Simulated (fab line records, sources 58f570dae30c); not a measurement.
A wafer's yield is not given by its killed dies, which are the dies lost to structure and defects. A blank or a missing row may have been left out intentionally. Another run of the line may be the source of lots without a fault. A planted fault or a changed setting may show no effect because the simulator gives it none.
fab line records / flow berkeley-cmos170
record lots=14 wafers=42 last-day=13
route steps=331 shown ACTIVE@75
lots with no fault: from the same line, run without faults
start-h: start of the lot's first displayed wafer, in hours after the record's first day / wait-h: hours since the lot's step before / " the same as in the row above / L1.1+2: one row covering several wafers at once / - value missing, or start not given / * or withheld: withheld / < > ~ a bound
route shown NAME@n: NAME is a module with steps in the file, n the number in the route of the first one / usual: mean/standard deviation taken from wafers without a fault / same: alike in all rows / chamber/n: place in a boat / sites: readings site by site / _std_site: the standard deviation of these / _edge_site: inner sites' mean taken away from outer sites' mean / radius-mm: how far each site lies from the wafer's centre / mask NAME#n: copy n / behind: the most recent tool/chamber to have shaped the wafer / hold: why the lot was held/for how many hours/how that ended / device: which transistor (n, p or np) failed to switch / end of line: the same wafers' tests at the end of the route / a step given without rows: its recipe and nothing more / killed: not the wafer's yield, but the dies lost to structure and defects at the first sort / map: a wafer's dies, marking killed ones x, the rest . and places with no die _
set.NAME: the setting the step ran with; set.NAME@STEP: the setting that earlier step ran with / model.NAME: the simulator's own value behind a step, which no gauge read
the route's steps for a sample of lots (tables are steps, rows are wafers)
services: when a tool's chamber went out of use (start-h, in hours from the record's first day, below 0 if earlier), for how many hours, and the reason
## steps
# step UCB170_ACTIVE_ETCH_15
# recipe chemistry=CH3F/Ar/O2 target=Si3N4 stop-on=SiO2 CH3F_flow_sccm=20 Ar_flow_sccm=50 O2_flow_sccm=7 pressure-mtorr=50 rf-w=450 target-depth-a=2420 over-etch-frac=0.1 time-s=151
# usual O2_flow_sccm=7.001/0.02 chamber-pressure-mTorr=50.00/0.04 drypump-motor-current-A=5.57/0.28 mfc-ar-sccm=50.01/0.17 oes-product-au=0.943/0.015 throttle-valve-pct=8.02/0.1
lot.wafer=L963.1 tool=rie-diel-04 chamber=1 start-h=106.75 wait-h=0.0 O2_flow_sccm=6.994 chamber-pressure-mTorr=50.02 drypump-motor-current-A=5.72 mfc-ar-sccm=50.00 oes-product-au=0.931 rf-hours-counter-h=112 throttle-valve-pct=7.99
lot.wafer=L963.3 tool=rie-diel-04 chamber=3 start-h=106.75 wait-h=0.0 O2_flow_sccm=7.044 chamber-pressure-mTorr=49.98 drypump-motor-current-A=5.23 mfc-ar-sccm=50.37 oes-product-au=0.957 rf-hours-counter-h=50 throttle-valve-pct=8.00
lot.wafer=L963.4 tool=rie-diel-04 chamber=0 start-h=106.75 wait-h=0.0 O2_flow_sccm=6.991 chamber-pressure-mTorr=50.05 drypump-motor-current-A=5.42 mfc-ar-sccm=50.09 oes-product-au=0.943 rf-hours-counter-h=7 throttle-valve-pct=7.99
lot.wafer=L965.1 tool=rie-diel-02 chamber=1 start-h=112.61 wait-h=0.0 O2_flow_sccm=7.008 chamber-pressure-mTorr=50.03 drypump-motor-current-A=5.90 mfc-ar-sccm=50.01 oes-product-au=0.920 rf-hours-counter-h=82 throttle-valve-pct=8.00
lot.wafer=L965.4 tool=rie-diel-02 chamber=0 start-h=112.61 wait-h=0.0 O2_flow_sccm=7.015 chamber-pressure-mTorr=50.01 drypump-motor-current-A=5.62 mfc-ar-sccm=49.94 oes-product-au=0.934 rf-hours-counter-h=137 throttle-valve-pct=7.99
lot.wafer=L965.5 tool=rie-diel-02 chamber=2 start-h=112.61 wait-h=0.0 O2_flow_sccm=6.983 chamber-pressure-mTorr=50.02 drypump-motor-current-A=5.66 mfc-ar-sccm=50.15 oes-product-au=0.955 rf-hours-counter-h=- throttle-valve-pct=7.99
lot.wafer=L966.1 tool=rie-diel-02 chamber=2 start-h=112.91 wait-h=0.0 O2_flow_sccm=6.992 chamber-pressure-mTorr=50.05 drypump-motor-current-A=5.65 mfc-ar-sccm=50.08 oes-product-au=0.969 rf-hours-counter-h=94 throttle-valve-pct=7.97
lot.wafer=L966.3 tool=rie-diel-02 chamber=3 start-h=112.91 wait-h=0.0 O2_flow_sccm=6.980 chamber-pressure-mTorr=50.00 drypump-motor-current-A=5.96 mfc-ar-sccm=49.91 oes-product-au=0.950 rf-hours-counter-h=132 throttle-valve-pct=8.03
lot.wafer=L966.5 tool=rie-diel-02 chamber=3 start-h=112.91 wait-h=0.0 O2_flow_sccm=7.013 chamber-pressure-mTorr=50.02 drypump-motor-current-A=5.93 mfc-ar-sccm=50.02 oes-product-au=0.952 rf-hours-counter-h=- throttle-valve-pct=8.03
lot.wafer=L967.1 tool=rie-diel-04 chamber=0 start-h=128.30 wait-h=0.0 O2_flow_sccm=7.009 chamber-pressure-mTorr=49.98 drypump-motor-current-A=5.42 mfc-ar-sccm=49.77 oes-product-au=0.946 rf-hours-counter-h=8 throttle-valve-pct=8.00
lot.wafer=L967.4 tool=rie-diel-04 chamber=3 start-h=128.30 wait-h=0.0 O2_flow_sccm=6.968 chamber-pressure-mTorr=50.01 drypump-motor-current-A=5.22 mfc-ar-sccm=50.01 oes-product-au=0.970 rf-hours-counter-h=51 throttle-valve-pct=8.00
lot.wafer=L967.6 tool=rie-diel-04 chamber=1 start-h=128.30 wait-h=0.0 O2_flow_sccm=7.013 chamber-pressure-mTorr=49.99 drypump-motor-current-A=5.73 mfc-ar-sccm=50.01 oes-product-au=0.934 rf-hours-counter-h=- throttle-valve-pct=8.00
lot.wafer=L968.1 tool=rie-diel-02 chamber=0 start-h=128.50 wait-h=0.0 O2_flow_sccm=6.989 chamber-pressure-mTorr=50.00 drypump-motor-current-A=5.61 mfc-ar-sccm=49.98 oes-product-au=0.928 rf-hours-counter-h=138 throttle-valve-pct=8.00
lot.wafer=L968.2 tool=rie-diel-02 chamber=2 start-h=128.50 wait-h=0.0 O2_flow_sccm=6.977 chamber-pressure-mTorr=49.99 drypump-motor-current-A=5.66 mfc-ar-sccm=50.14 oes-product-au=0.965 rf-hours-counter-h=94 throttle-valve-pct=7.98
lot.wafer=L968.3 tool=rie-diel-02 chamber=3 start-h=128.50 wait-h=0.0 O2_flow_sccm=6.999 chamber-pressure-mTorr=50.05 drypump-motor-current-A=5.89 mfc-ar-sccm=49.86 oes-product-au=0.948 rf-hours-counter-h=133 throttle-valve-pct=8.04
lot.wafer=L970.1 tool=rie-diel-02 chamber=2 start-h=136.72 wait-h=0.0 O2_flow_sccm=7.000 chamber-pressure-mTorr=50.00 drypump-motor-current-A=5.63 mfc-ar-sccm=49.92 oes-product-au=0.949 rf-hours-counter-h=95 throttle-valve-pct=7.99
lot.wafer=L970.5 tool=rie-diel-02 chamber=0 start-h=136.72 wait-h=0.0 O2_flow_sccm=7.032 chamber-pressure-mTorr=49.90 drypump-motor-current-A=5.62 mfc-ar-sccm=50.03 oes-product-au=0.924 rf-hours-counter-h=- throttle-valve-pct=7.98
lot.wafer=L970.6 tool=rie-diel-02 chamber=1 start-h=136.72 wait-h=0.0 O2_flow_sccm=7.011 chamber-pressure-mTorr=50.04 drypump-motor-current-A=5.88 mfc-ar-sccm=50.19 oes-product-au=0.918 rf-hours-counter-h=- throttle-valve-pct=8.01
lot.wafer=L969.2 tool=rie-diel-01 chamber=3 start-h=137.02 wait-h=0.0 O2_flow_sccm=6.972 chamber-pressure-mTorr=49.98 drypump-motor-current-A=5.49 mfc-ar-sccm=49.99 oes-product-au=0.917 rf-hours-counter-h=85 throttle-valve-pct=7.85
lot.wafer=L969.4 tool=rie-diel-01 chamber=2 start-h=137.02 wait-h=0.0 O2_flow_sccm=6.972 chamber-pressure-mTorr=49.95 drypump-motor-current-A=6.04 mfc-ar-sccm=49.73 oes-product-au=0.944 rf-hours-counter-h=77 throttle-valve-pct=8.09
lot.wafer=L969.6 tool=rie-diel-01 chamber=2 start-h=137.02 wait-h=0.0 O2_flow_sccm=7.019 chamber-pressure-mTorr=50.04 drypump-motor-current-A=6.04 mfc-ar-sccm=50.11 oes-product-au=0.939 rf-hours-counter-h=- throttle-valve-pct=8.10
lot.wafer=L977.3 tool=rie-diel-01 chamber=2 start-h=168.62 wait-h=0.0 O2_flow_sccm=7.011 chamber-pressure-mTorr=50.02 drypump-motor-current-A=6.05 mfc-ar-sccm=49.89 oes-product-au=0.946 rf-hours-counter-h=78 throttle-valve-pct=8.09
lot.wafer=L977.5 tool=rie-diel-01 chamber=1 start-h=168.62 wait-h=0.0 O2_flow_sccm=7.015 chamber-pressure-mTorr=50.00 drypump-motor-current-A=5.19 mfc-ar-sccm=50.29 oes-product-au=0.935 rf-hours-counter-h=- throttle-valve-pct=7.88
lot.wafer=L977.6 tool=rie-diel-01 chamber=2 start-h=168.62 wait-h=0.0 O2_flow_sccm=7.004 chamber-pressure-mTorr=49.96 drypump-motor-current-A=6.03 mfc-ar-sccm=49.81 oes-product-au=0.938 rf-hours-counter-h=- throttle-valve-pct=8.09
lot.wafer=L979.1 tool=rie-diel-04 chamber=3 start-h=183.26 wait-h=0.0 O2_flow_sccm=7.024 chamber-pressure-mTorr=50.05 drypump-motor-current-A=5.24 mfc-ar-sccm=49.91 oes-product-au=0.947 rf-hours-counter-h=53 throttle-valve-pct=7.99
lot.wafer=L979.4 tool=rie-diel-04 chamber=1 start-h=183.26 wait-h=0.0 O2_flow_sccm=7.024 chamber-pressure-mTorr=49.99 drypump-motor-current-A=5.72 mfc-ar-sccm=50.03 oes-product-au=0.928 rf-hours-counter-h=116 throttle-valve-pct=8.00
lot.wafer=L979.5 tool=rie-diel-04 chamber=1 start-h=183.26 wait-h=0.0 O2_flow_sccm=6.997 chamber-pressure-mTorr=50.03 drypump-motor-current-A=5.73 mfc-ar-sccm=49.94 oes-product-au=0.927 rf-hours-counter-h=- throttle-valve-pct=7.99
lot.wafer=L981.1 tool=rie-diel-04 chamber=0 start-h=196.34 wait-h=0.0 O2_flow_sccm=6.995 chamber-pressure-mTorr=49.98 drypump-motor-current-A=5.43 mfc-ar-sccm=49.94 oes-product-au=0.948 rf-hours-counter-h=11 throttle-valve-pct=8.00
lot.wafer=L981.3 tool=rie-diel-04 chamber=3 start-h=196.34 wait-h=0.0 O2_flow_sccm=6.998 chamber-pressure-mTorr=50.03 drypump-motor-current-A=5.23 mfc-ar-sccm=50.01 oes-product-au=0.969 rf-hours-counter-h=54 throttle-valve-pct=8.00
lot.wafer=L981.6 tool=rie-diel-04 chamber=3 start-h=196.34 wait-h=0.0 O2_flow_sccm=6.971 chamber-pressure-mTorr=50.02 drypump-motor-current-A=5.23 mfc-ar-sccm=49.79 oes-product-au=0.966 rf-hours-counter-h=- throttle-valve-pct=7.98
lot.wafer=L980.3 tool=rie-diel-01 chamber=3 start-h=196.50 wait-h=0.0 O2_flow_sccm=7.025 chamber-pressure-mTorr=50.00 drypump-motor-current-A=5.46 mfc-ar-sccm=49.88 oes-product-au=0.919 rf-hours-counter-h=88 throttle-valve-pct=7.84
lot.wafer=L980.4 tool=rie-diel-01 chamber=2 start-h=196.50 wait-h=0.0 O2_flow_sccm=7.009 chamber-pressure-mTorr=50.00 drypump-motor-current-A=6.05 mfc-ar-sccm=50.06 oes-product-au=0.947 rf-hours-counter-h=79 throttle-valve-pct=8.10
lot.wafer=L980.6 tool=rie-diel-01 chamber=1 start-h=196.50 wait-h=0.0 O2_flow_sccm=7.008 chamber-pressure-mTorr=50.02 drypump-motor-current-A=5.20 mfc-ar-sccm=49.90 oes-product-au=0.943 rf-hours-counter-h=- throttle-valve-pct=7.87
lot.wafer=L982.3 tool=rie-diel-04 chamber=3 start-h=197.19 wait-h=0.0 O2_flow_sccm=7.008 chamber-pressure-mTorr=49.93 drypump-motor-current-A=5.22 mfc-ar-sccm=49.95 oes-product-au=0.962 rf-hours-counter-h=54 throttle-valve-pct=7.99
lot.wafer=L982.4 tool=rie-diel-04 chamber=1 start-h=197.19 wait-h=0.0 O2_flow_sccm=6.992 chamber-pressure-mTorr=50.01 drypump-motor-current-A=5.72 mfc-ar-sccm=49.97 oes-product-au=0.931 rf-hours-counter-h=- throttle-valve-pct=7.99
lot.wafer=L982.6 tool=rie-diel-04 chamber=0 start-h=197.19 wait-h=0.0 O2_flow_sccm=6.998 chamber-pressure-mTorr=49.92 drypump-motor-current-A=5.41 mfc-ar-sccm=50.12 oes-product-au=0.948 rf-hours-counter-h=- throttle-valve-pct=7.99
lot.wafer=L983.1 tool=rie-diel-01 chamber=0 start-h=197.22 wait-h=0.0 O2_flow_sccm=6.994 chamber-pressure-mTorr=49.99 drypump-motor-current-A=5.55 mfc-ar-sccm=50.05 oes-product-au=0.941 rf-hours-counter-h=110 throttle-valve-pct=8.37
lot.wafer=L983.2 tool=rie-diel-01 chamber=3 start-h=197.22 wait-h=0.0 O2_flow_sccm=7.003 chamber-pressure-mTorr=50.02 drypump-motor-current-A=5.48 mfc-ar-sccm=49.94 oes-product-au=0.920 rf-hours-counter-h=88 throttle-valve-pct=7.85
lot.wafer=L983.3 tool=rie-diel-01 chamber=2 start-h=197.22 wait-h=0.0 O2_flow_sccm=6.971 chamber-pressure-mTorr=50.02 drypump-motor-current-A=6.04 mfc-ar-sccm=50.00 oes-product-au=0.952 rf-hours-counter-h=79 throttle-valve-pct=8.08
lot.wafer=L984.3 tool=rie-diel-02 chamber=1 start-h=205.39 wait-h=0.0 O2_flow_sccm=7.004 chamber-pressure-mTorr=49.99 drypump-motor-current-A=5.85 mfc-ar-sccm=50.17 oes-product-au=0.939 rf-hours-counter-h=87 throttle-valve-pct=8.02
lot.wafer=L984.4 tool=rie-diel-02 chamber=0 start-h=205.39 wait-h=0.0 O2_flow_sccm=6.993 chamber-pressure-mTorr=50.02 drypump-motor-current-A=5.64 mfc-ar-sccm=50.05 oes-product-au=0.944 rf-hours-counter-h=142 throttle-valve-pct=8.01
lot.wafer=L984.6 tool=rie-diel-02 chamber=0 start-h=205.39 wait-h=0.0 O2_flow_sccm=7.009 chamber-pressure-mTorr=49.95 drypump-motor-current-A=5.61 mfc-ar-sccm=50.09 oes-product-au=0.937 rf-hours-counter-h=- throttle-valve-pct=7.99
# step UCB170_ACTIVE_STRIP_16
# recipe chemistry=O2 power-w=400 pressure-mtorr=3500 platen-temp-c=withheld o2-flow-sccm=400 overash-fraction=0.5
# usual chamber-pressure-mTorr=3500/3.1 drypump-motor-current-A=5.8/0.59 oes-product-au=0.721/0.0046 strip-time-to-endpoint-s=18.11/0.11
lot.wafer=L963.1 tool=plasma-asher-02 chamber=0 start-h=106.85 wait-h=0.1 chamber-pressure-mTorr=3505 drypump-motor-current-A=6.3 oes-product-au=0.723 rf-hours-counter-h=39 strip-time-to-endpoint-s=18.25
lot.wafer=L963.3 tool=plasma-asher-02 chamber=1 start-h=106.85 wait-h=0.1 chamber-pressure-mTorr=3498 drypump-motor-current-A=6.2 oes-product-au=0.725 rf-hours-counter-h=- strip-time-to-endpoint-s=17.92
lot.wafer=L963.4 tool=plasma-asher-02 chamber=0 start-h=106.85 wait-h=0.1 chamber-pressure-mTorr=3497 drypump-motor-current-A=6.3 oes-product-au=0.721 rf-hours-counter-h=- strip-time-to-endpoint-s=18.32
lot.wafer=L965.1 tool=plasma-asher-04 chamber=1 start-h=112.71 wait-h=0.1 chamber-pressure-mTorr=3505 drypump-motor-current-A=4.8 oes-product-au=0.717 rf-hours-counter-h=26 strip-time-to-endpoint-s=18.02
lot.wafer=L965.4 tool=plasma-asher-04 chamber=0 start-h=112.71 wait-h=0.1 chamber-pressure-mTorr=3502 drypump-motor-current-A=6.3 oes-product-au=0.725 rf-hours-counter-h=- strip-time-to-endpoint-s=18.06
lot.wafer=L965.5 tool=plasma-asher-04 chamber=0 start-h=112.71 wait-h=0.1 chamber-pressure-mTorr=3502 drypump-motor-current-A=6.3 oes-product-au=0.717 rf-hours-counter-h=- strip-time-to-endpoint-s=18.11
lot.wafer=L966.1 tool=plasma-asher-04 chamber=0 start-h=113.01 wait-h=0.1 chamber-pressure-mTorr=3504 drypump-motor-current-A=6.3 oes-product-au=0.723 rf-hours-counter-h=26 strip-time-to-endpoint-s=18.03
lot.wafer=L966.3 tool=plasma-asher-04 chamber=0 start-h=113.01 wait-h=0.1 chamber-pressure-mTorr=3498 drypump-motor-current-A=6.3 oes-product-au=0.721 rf-hours-counter-h=- strip-time-to-endpoint-s=17.96
lot.wafer=L966.5 tool=plasma-asher-04 chamber=1 start-h=113.01 wait-h=0.1 chamber-pressure-mTorr=3498 drypump-motor-current-A=4.8 oes-product-au=0.715 rf-hours-counter-h=- strip-time-to-endpoint-s=18.07
lot.wafer=L967.1 tool=plasma-asher-03 chamber=1 start-h=128.40 wait-h=0.1 chamber-pressure-mTorr=3499 drypump-motor-current-A=5.3 oes-product-au=0.721 rf-hours-counter-h=43 strip-time-to-endpoint-s=18.27
lot.wafer=L967.4 tool=plasma-asher-03 chamber=0 start-h=128.40 wait-h=0.1 chamber-pressure-mTorr=3504 drypump-motor-current-A=5.8 oes-product-au=0.727 rf-hours-counter-h=- strip-time-to-endpoint-s=18.05
lot.wafer=L967.6 tool=plasma-asher-03 chamber=0 start-h=128.40 wait-h=0.1 chamber-pressure-mTorr=3499 drypump-motor-current-A=5.9 oes-product-au=0.718 rf-hours-counter-h=- strip-time-to-endpoint-s=18.29
lot.wafer=L968.1 tool=plasma-asher-04 chamber=1 start-h=128.60 wait-h=0.1 chamber-pressure-mTorr=3502 drypump-motor-current-A=4.8 oes-product-au=0.722 rf-hours-counter-h=28 strip-time-to-endpoint-s=16.59
lot.wafer=L968.2 tool=plasma-asher-04 chamber=0 start-h=128.60 wait-h=0.1 chamber-pressure-mTorr=3494 drypump-motor-current-A=6.3 oes-product-au=0.714 rf-hours-counter-h=28 strip-time-to-endpoint-s=16.52
lot.wafer=L968.3 tool=plasma-asher-04 chamber=1 start-h=128.60 wait-h=0.1 chamber-pressure-mTorr=3497 drypump-motor-current-A=4.8 oes-product-au=0.713 rf-hours-counter-h=- strip-time-to-endpoint-s=16.34
lot.wafer=L970.1 tool=plasma-asher-04 chamber=0 start-h=136.82 wait-h=0.1 chamber-pressure-mTorr=3500 drypump-motor-current-A=6.3 oes-product-au=0.726 rf-hours-counter-h=29 strip-time-to-endpoint-s=16.62
lot.wafer=L970.5 tool=plasma-asher-04 chamber=0 start-h=136.82 wait-h=0.1 chamber-pressure-mTorr=3498 drypump-motor-current-A=6.3 oes-product-au=0.718 rf-hours-counter-h=- strip-time-to-endpoint-s=16.50
lot.wafer=L970.6 tool=plasma-asher-04 chamber=1 start-h=136.82 wait-h=0.1 chamber-pressure-mTorr=3501 drypump-motor-current-A=4.8 oes-product-au=0.720 rf-hours-counter-h=- strip-time-to-endpoint-s=16.56
lot.wafer=L969.2 tool=plasma-asher-02 chamber=0 start-h=137.12 wait-h=0.1 chamber-pressure-mTorr=3495 drypump-motor-current-A=6.3 oes-product-au=0.719 rf-hours-counter-h=2 strip-time-to-endpoint-s=18.14
lot.wafer=L969.4 tool=plasma-asher-02 chamber=0 start-h=137.12 wait-h=0.1 chamber-pressure-mTorr=3497 drypump-motor-current-A=6.3 oes-product-au=0.722 rf-hours-counter-h=- strip-time-to-endpoint-s=18.16
lot.wafer=L969.6 tool=plasma-asher-02 chamber=1 start-h=137.12 wait-h=0.1 chamber-pressure-mTorr=3509 drypump-motor-current-A=6.3 oes-product-au=0.720 rf-hours-counter-h=- strip-time-to-endpoint-s=18.09
lot.wafer=L977.3 tool=plasma-asher-02 chamber=0 start-h=168.75 wait-h=0.1 chamber-pressure-mTorr=3501 drypump-motor-current-A=6.3 oes-product-au=0.720 rf-hours-counter-h=- strip-time-to-endpoint-s=18.30
lot.wafer=L977.5 tool=plasma-asher-02 chamber=1 start-h=168.75 wait-h=0.1 chamber-pressure-mTorr=3501 drypump-motor-current-A=6.3 oes-product-au=0.717 rf-hours-counter-h=- strip-time-to-endpoint-s=18.25
lot.wafer=L977.6 tool=plasma-asher-02 chamber=0 start-h=168.75 wait-h=0.1 chamber-pressure-mTorr=3501 drypump-motor-current-A=6.3 oes-product-au=0.726 rf-hours-counter-h=- strip-time-to-endpoint-s=18.30
lot.wafer=L979.1 tool=plasma-asher-02 chamber=0 start-h=183.36 wait-h=0.1 chamber-pressure-mTorr=3502 drypump-motor-current-A=6.3 oes-product-au=0.717 rf-hours-counter-h=7 strip-time-to-endpoint-s=18.03
lot.wafer=L979.4 tool=plasma-asher-02 chamber=1 start-h=183.36 wait-h=0.1 chamber-pressure-mTorr=3499 drypump-motor-current-A=6.3 oes-product-au=0.718 rf-hours-counter-h=- strip-time-to-endpoint-s=18.28
lot.wafer=L979.5 tool=plasma-asher-02 chamber=0 start-h=183.36 wait-h=0.1 chamber-pressure-mTorr=3507 drypump-motor-current-A=6.3 oes-product-au=0.721 rf-hours-counter-h=- strip-time-to-endpoint-s=18.25
lot.wafer=L981.1 tool=plasma-asher-02 chamber=1 start-h=196.44 wait-h=0.1 chamber-pressure-mTorr=3498 drypump-motor-current-A=6.2 oes-product-au=0.729 rf-hours-counter-h=8 strip-time-to-endpoint-s=18.19
lot.wafer=L981.3 tool=plasma-asher-02 chamber=1 start-h=196.44 wait-h=0.1 chamber-pressure-mTorr=3496 drypump-motor-current-A=6.2 oes-product-au=0.726 rf-hours-counter-h=- strip-time-to-endpoint-s=17.92
lot.wafer=L981.6 tool=plasma-asher-02 chamber=0 start-h=196.44 wait-h=0.1 chamber-pressure-mTorr=3500 drypump-motor-current-A=6.3 oes-product-au=0.721 rf-hours-counter-h=- strip-time-to-endpoint-s=17.92
lot.wafer=L980.3 tool=plasma-asher-04 chamber=0 start-h=196.63 wait-h=0.1 chamber-pressure-mTorr=3500 drypump-motor-current-A=6.3 oes-product-au=0.722 rf-hours-counter-h=- strip-time-to-endpoint-s=18.10
lot.wafer=L980.4 tool=plasma-asher-04 chamber=1 start-h=196.63 wait-h=0.1 chamber-pressure-mTorr=3498 drypump-motor-current-A=4.8 oes-product-au=0.725 rf-hours-counter-h=- strip-time-to-endpoint-s=18.11
lot.wafer=L980.6 tool=plasma-asher-04 chamber=0 start-h=196.63 wait-h=0.1 chamber-pressure-mTorr=3499 drypump-motor-current-A=6.3 oes-product-au=0.721 rf-hours-counter-h=- strip-time-to-endpoint-s=18.14
lot.wafer=L983.1 tool=plasma-asher-03 chamber=1 start-h=197.32 wait-h=0.1 chamber-pressure-mTorr=3499 drypump-motor-current-A=5.2 oes-product-au=0.716 rf-hours-counter-h=50 strip-time-to-endpoint-s=17.98
lot.wafer=L983.2 tool=plasma-asher-03 chamber=0 start-h=197.32 wait-h=0.1 chamber-pressure-mTorr=3497 drypump-motor-current-A=5.8 oes-product-au=0.725 rf-hours-counter-h=50 strip-time-to-endpoint-s=18.17
lot.wafer=L983.3 tool=plasma-asher-03 chamber=0 start-h=197.32 wait-h=0.1 chamber-pressure-mTorr=3500 drypump-motor-current-A=5.8 oes-product-au=0.717 rf-hours-counter-h=- strip-time-to-endpoint-s=18.05
lot.wafer=L982.3 tool=plasma-asher-04 chamber=0 start-h=197.32 wait-h=0.1 chamber-pressure-mTorr=3500 drypump-motor-current-A=6.3 oes-product-au=0.715 rf-hours-counter-h=- strip-time-to-endpoint-s=18.03
lot.wafer=L982.4 tool=plasma-asher-04 chamber=1 start-h=197.32 wait-h=0.1 chamber-pressure-mTorr=3498 drypump-motor-current-A=4.8 oes-product-au=0.723 rf-hours-counter-h=- strip-time-to-endpoint-s=18.22
lot.wafer=L982.6 tool=plasma-asher-04 chamber=0 start-h=197.32 wait-h=0.1 chamber-pressure-mTorr=3498 drypump-motor-current-A=6.3 oes-product-au=0.719 rf-hours-counter-h=- strip-time-to-endpoint-s=18.23
lot.wafer=L984.3 tool=plasma-asher-03 chamber=1 start-h=205.53 wait-h=0.1 chamber-pressure-mTorr=3503 drypump-motor-current-A=5.3 oes-product-au=0.718 rf-hours-counter-h=- strip-time-to-endpoint-s=18.07
lot.wafer=L984.4 tool=plasma-asher-03 chamber=0 start-h=205.53 wait-h=0.1 chamber-pressure-mTorr=3503 drypump-motor-current-A=5.8 oes-product-au=0.719 rf-hours-counter-h=- strip-time-to-endpoint-s=18.18
lot.wafer=L984.6 tool=plasma-asher-03 chamber=1 start-h=205.53 wait-h=0.1 chamber-pressure-mTorr=3505 drypump-motor-current-A=5.3 oes-product-au=0.722 rf-hours-counter-h=- strip-time-to-endpoint-s=18.12
## services
tool=rie-diel-04 chamber=- start-h=87.53 hours=14.6 kind=pm
tool=plasma-asher-03 chamber=- start-h=97.82 hours=3.0 kind=repair
tool=rie-diel-01 chamber=- start-h=103.85 hours=15.6 kind=pm
tool=rie-diel-02 chamber=1 start-h=104.22 hours=5.6 kind=repair
tool=rie-diel-02 chamber=- start-h=105.07 hours=2.8 kind=pm
tool=rie-diel-04 chamber=1 start-h=107.34 hours=7.5 kind=repair
tool=plasma-asher-02 chamber=- start-h=108.75 hours=9.0 kind=pm
tool=plasma-asher-02 chamber=0 start-h=108.75 hours=9.0 kind=vent-cycle
tool=plasma-asher-02 chamber=1 start-h=108.75 hours=9.0 kind=vent-cycle
tool=plasma-asher-02 chamber=0 start-h=117.75 hours=- kind=clean
tool=plasma-asher-02 chamber=1 start-h=117.75 hours=- kind=clean
tool=plasma-asher-03 chamber=- start-h=127.12 hours=1.0 kind=repair
tool=rie-diel-01 chamber=- start-h=154.24 hours=5.6 kind=repair
tool=rie-diel-04 chamber=3 start-h=155.68 hours=4.1 kind=repair
tool=rie-diel-04 chamber=2 start-h=188.48 hours=- kind=clean
tool=rie-diel-04 chamber=2 start-h=188.48 hours=15.8 kind=scheduled-down
tool=rie-diel-04 chamber=2 start-h=188.48 hours=15.8 kind=vent-cycle
## key
first-sign step=UCB170_ACTIVE_STRIP_16 reading=strip-time-to-endpoint-s direction=down sigmas=15 usual=* struck=*
effect none on later readings
met-at UCB170_ACTIVE_ETCH_15
struck-lots L968,L970
tester-left-out L968,L970
onset-between 112.91 128.50
fault kind=process-parameter-drift tool=rie-diel-02 chamber=- onset-h=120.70 steps=UCB170_ACTIVE_ETCH_15 channel=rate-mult offset=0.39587 shape=step end-h=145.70
# tester-left-out: of these lots the tester's yield and bins aren't shown, on N5 and GAA mostly nor the transistor test; their killed dies are dies lost to structure and defects alone, not to doping, threshold or leakage, so they don't give the yield
